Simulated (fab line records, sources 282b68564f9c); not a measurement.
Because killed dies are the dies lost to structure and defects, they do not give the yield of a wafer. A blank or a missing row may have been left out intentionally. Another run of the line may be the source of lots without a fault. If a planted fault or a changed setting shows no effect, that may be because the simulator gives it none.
Split-lot experiment || flow ritCmos || 5 lots, 23 wafers read, on a route of 202 steps

== THE SPLIT ITSELF ==
At RIT_SILICIDE_SPUTTER_01 (material Ti, target thk 30 nm, time 240 s), the setting timeS was moved away from the recipe's 240 s on 10 of the 23 wafers read, by -14.8% to +10.4%. For the rest of the wafers, this setting stayed at what the recipe calls for.

== FROM THE SPLIT TO THE READING: what the file shows between them, 1 step ==
- RIT_SILICIDE_RS_MEAS_02: measures by four-point-probe

== THE READING ==
SILICIDE_TI_THK, in nm, at RIT_SILICIDE_THK_MEAS_03 (measures by xrf). A value of 30.2 nm with a standard deviation of 0.44 nm is what fault-free wafers of this fab line usually give.

{"wafer": "L077.1", "tool, chamber at the split": "pvdSputter-04, -", "timeS as run, s": 240, "against the recipe": "recipe", "SILICIDE_TI_THK, nm": 30.2, "against lot-mates on the recipe": "-"}
{"wafer": "L077.2", "tool, chamber at the split": "pvdSputter-04, -", "timeS as run, s": 240, "against the recipe": "recipe", "SILICIDE_TI_THK, nm": 30.7, "against lot-mates on the recipe": "-"}
{"wafer": "L077.4", "tool, chamber at the split": "pvdSputter-04, -", "timeS as run, s": 209.2, "against the recipe": "-12.8%", "SILICIDE_TI_THK, nm": 26.5, "against lot-mates on the recipe": -3.9}
{"wafer": "L077.5", "tool, chamber at the split": "pvdSputter-04, -", "timeS as run, s": 209.2, "against the recipe": "-12.8%", "SILICIDE_TI_THK, nm": 27.1, "against lot-mates on the recipe": -3.3}
{"wafer": "L077.6", "tool, chamber at the split": "pvdSputter-04, -", "timeS as run, s": 209.2, "against the recipe": "-12.8%", "SILICIDE_TI_THK, nm": 26.5, "against lot-mates on the recipe": -3.9}
{"wafer": "L078.1", "tool, chamber at the split": "pvdSputter-03, -", "timeS as run, s": 240, "against the recipe": "recipe", "SILICIDE_TI_THK, nm": 30.2, "against lot-mates on the recipe": "-"}
{"wafer": "L078.2", "tool, chamber at the split": "pvdSputter-03, -", "timeS as run, s": 204.4, "against the recipe": "-14.8%", "SILICIDE_TI_THK, nm": 25.7, "against lot-mates on the recipe": -4.2}
{"wafer": "L078.3", "tool, chamber at the split": "pvdSputter-03, -", "timeS as run, s": 240, "against the recipe": "recipe", "SILICIDE_TI_THK, nm": 29.6, "against lot-mates on the recipe": "-"}
{"wafer": "L078.5", "tool, chamber at the split": "pvdSputter-03, -", "timeS as run, s": 240, "against the recipe": "recipe", "SILICIDE_TI_THK, nm": 29.9, "against lot-mates on the recipe": "-"}
{"wafer": "L078.6", "tool, chamber at the split": "pvdSputter-03, -", "timeS as run, s": 204.4, "against the recipe": "-14.8%", "SILICIDE_TI_THK, nm": 24.9, "against lot-mates on the recipe": -5.0}
{"wafer": "L079.1", "tool, chamber at the split": "pvdSputter-04, -", "timeS as run, s": 240, "against the recipe": "recipe", "SILICIDE_TI_THK, nm": 30.0, "against lot-mates on the recipe": "-"}
{"wafer": "L079.2", "tool, chamber at the split": "pvdSputter-04, -", "timeS as run, s": 265, "against the recipe": "+10.4%", "SILICIDE_TI_THK, nm": 32.7, "against lot-mates on the recipe": "+2.5"}
{"wafer": "L079.3", "tool, chamber at the split": "pvdSputter-04, -", "timeS as run, s": 240, "against the recipe": "recipe", "SILICIDE_TI_THK, nm": 30.5, "against lot-mates on the recipe": "-"}
{"wafer": "L079.4", "tool, chamber at the split": "pvdSputter-04, -", "timeS as run, s": 265, "against the recipe": "+10.4%", "SILICIDE_TI_THK, nm": 33.7, "against lot-mates on the recipe": "+3.5"}
{"wafer": "L079.6", "tool, chamber at the split": "pvdSputter-04, -", "timeS as run, s": 265, "against the recipe": "+10.4%", "SILICIDE_TI_THK, nm": 33.1, "against lot-mates on the recipe": "+2.9"}
{"wafer": "L083.1", "tool, chamber at the split": "pvdSputter-03, -", "timeS as run, s": 240, "against the recipe": "recipe", "SILICIDE_TI_THK, nm": 30.2, "against lot-mates on the recipe": "-"}
{"wafer": "L083.2", "tool, chamber at the split": "pvdSputter-03, -", "timeS as run, s": 240, "against the recipe": "recipe", "SILICIDE_TI_THK, nm": 29.5, "against lot-mates on the recipe": "-"}
{"wafer": "L083.4", "tool, chamber at the split": "pvdSputter-03, -", "timeS as run, s": 240, "against the recipe": "recipe", "SILICIDE_TI_THK, nm": 30.0, "against lot-mates on the recipe": "-"}
{"wafer": "L085.1", "tool, chamber at the split": "pvdSputter-02, -", "timeS as run, s": 240, "against the recipe": "recipe", "SILICIDE_TI_THK, nm": 30.4, "against lot-mates on the recipe": "-"}
{"wafer": "L085.2", "tool, chamber at the split": "pvdSputter-02, -", "timeS as run, s": 255.4, "against the recipe": "+6.4%", "SILICIDE_TI_THK, nm": 32.4, "against lot-mates on the recipe": "+2.1"}
{"wafer": "L085.4", "tool, chamber at the split": "pvdSputter-02, -", "timeS as run, s": 255.4, "against the recipe": "+6.4%", "SILICIDE_TI_THK, nm": 32.1, "against lot-mates on the recipe": "+1.8"}
{"wafer": "L085.5", "tool, chamber at the split": "pvdSputter-02, -", "timeS as run, s": 240, "against the recipe": "recipe", "SILICIDE_TI_THK, nm": 30.1, "against lot-mates on the recipe": "-"}
{"wafer": "L085.6", "tool, chamber at the split": "pvdSputter-02, -", "timeS as run, s": 240, "against the recipe": "recipe", "SILICIDE_TI_THK, nm": 30.3, "against lot-mates on the recipe": "-"}

THE FIT
A straight line over all 23 wafers: SILICIDE_TI_THK changes by +0.297 nm for each +1% of timeS; r = +0.99; the points scatter about the line by 0.4 nm.
The same after taking each lot's own level away (the mean of its wafers on the recipe; 23 wafers): +0.296 nm for each +1%; r = +0.99; scatter 0.31 nm.
That fit puts the effect of the largest move of timeS on the reading at 4.4 nm.
The span of the lots' own levels, 29.90 to 30.45 nm, comes to 1.2 times the standard deviation stated above.
Hence the lot-to-lot level has little effect on the slope; both slopes agree.
Check: with one of the wafers moved furthest among these (-14.8%) left out of the fit, the line predicts -4.46 nm for it against its lot-mates. Against them it came out at -4.2 nm.

== THE OTHER SPLITS THESE WAFERS WENT THROUGH ==
Note: prior to the reading, these wafers also went through further splits. Each is held against what the fit with the lots' levels taken away leaves over:
{"other split on the same wafers": "RIT_NLDD_COAT_01 resistThkNm", "wafers away from the commonest value": 7, "r with SILICIDE_TI_THK (lot level and that fit taken away)": "+0.12"}
{"other split on the same wafers": "RIT_PLDD_IMPLANT_08 doseCm2", "wafers away from the commonest value": 10, "r with SILICIDE_TI_THK (lot level and that fit taken away)": "+0.42"}
{"other split on the same wafers": "RIT_NSD_IMPLANT_08 energyKev", "wafers away from the commonest value": 8, "r with SILICIDE_TI_THK (lot level and that fit taken away)": "+0.20"}
{"other split on the same wafers": "RIT_PSD_HARDBAKE_07 tempC", "wafers away from the commonest value": 8, "r with SILICIDE_TI_THK (lot level and that fit taken away)": "+0.10"}

== THE WHOLE CHAIN: every reading that the file lists as answering this split, in the file's order ==
{"step": "RIT_SILICIDE_SPUTTER_01", "what it does": "material Ti, target thk 30 nm, time 240 s", "reading": "Ti_of_SILICIDE_SPUTTER_01.thkNm (the simulator's own value, which no gauge read)", "change (the file's fit)": "+0.296 nm for each +1% of the setting", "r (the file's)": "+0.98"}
{"step": "RIT_SILICIDE_RS_MEAS_02", "what it does": "measures by four-point-probe", "reading": "SILICIDE_TI_RS", "change (the file's fit)": "-0.649 for each +1% of the setting", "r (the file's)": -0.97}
{"step": "RIT_SILICIDE_THK_MEAS_03", "what it does": "measures by xrf", "reading": "SILICIDE_TI_THK", "change (the file's fit)": "+0.297 for each +1% of the setting", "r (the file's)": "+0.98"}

== FILE'S OWN FIT ==
SILICIDE_TI_THK changes by +0.297 nm for each +1% of timeS, r = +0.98.
